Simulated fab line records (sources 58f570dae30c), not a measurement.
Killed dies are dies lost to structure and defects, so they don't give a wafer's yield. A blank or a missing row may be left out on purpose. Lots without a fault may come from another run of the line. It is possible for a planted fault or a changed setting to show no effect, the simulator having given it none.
The same fault as seen by 2 desks    flow berkeley cmos170    numbers are kept per desk, each desk with only its own; the story behind them comes last

TOOL OWNER'S DESK, rie diel-03
The tool's own readings at UCB170_SPACER_ETCHBACK_03 (etches SiO2 in CHF3/CF4/Ar, stops on Si, target depth 376 nm, time 100 s): means of the sampled wafers that have a number, for each lot that ran on this tool. Marked OUT: a lot whose mean sits more than 4 standard deviations from the usual mean, which makes it out of limits; the brackets give that distance.
Columns: A = CHF3_flow_sccm at UCB170_SPACER_ETCHBACK_03, usual 49.99 sccm; B = cf4 flow sccm at UCB170_SPACER_ETCHBACK_03, usual 10.004 sccm; C = drypump motor current A at UCB170_SPACER_ETCHBACK_03, usual 5.9 A; D = oes product au at UCB170_SPACER_ETCHBACK_03, usual 0.897 a.u.; E = rf fwd power W at UCB170_SPACER_ETCHBACK_03, usual 497.2 W; F = throttle valve pct at UCB170_SPACER_ETCHBACK_03, usual 6.52 %
lot   first seen here  A      B      C    D      E      F
L342  day 10 05:59     50.13  9.984  6.4  0.892  495.7  6.52
This desk's finding: nothing out of limits on the one lot.

FROM THE METROLOGY DESK
What the gauges read for every lot (on any tool): the sampled wafers with a number, averaged. Marked OUT: a lot whose mean sits more than 4 standard deviations from the usual mean, which makes it out of limits; the brackets give that distance.
Columns: A = cd nm at UCB170_NLDD_CD_MEAS_06, usual 1199.9 nm; B = NLDD_OVL at UCB170_NLDD_OVL_MEAS_07, usual 3 nm; C = NLDD_TW at UCB170_NLDD_TW_MEAS_11, usual 2208; D = SPACER_TEOS_THK at UCB170_SPACER_THK_MEAS_01, usual 374 nm
lot   first seen here  A       B   C     D
L326  day 7 07:39      1198.4  1   2212  378
L330  day 7 20:05      1200.9  10  2210  379
L333  day 7 23:31      1198.8  4   2224  374
L340  day 9 13:37      1198.6  4   2186  371
L342  day 10 00:07     1201.5  -4  2223  376
L345  day 10 14:04     1200.3  -5  2203  376
Result from this desk: across the 6 lots, nothing is out of limits.

PUT TOGETHER
The desk of the tool owner found nothing out of limits.
At the metrology desk, nothing out of limits was observed.

WHAT THE SIMULATOR HAD PUT IN
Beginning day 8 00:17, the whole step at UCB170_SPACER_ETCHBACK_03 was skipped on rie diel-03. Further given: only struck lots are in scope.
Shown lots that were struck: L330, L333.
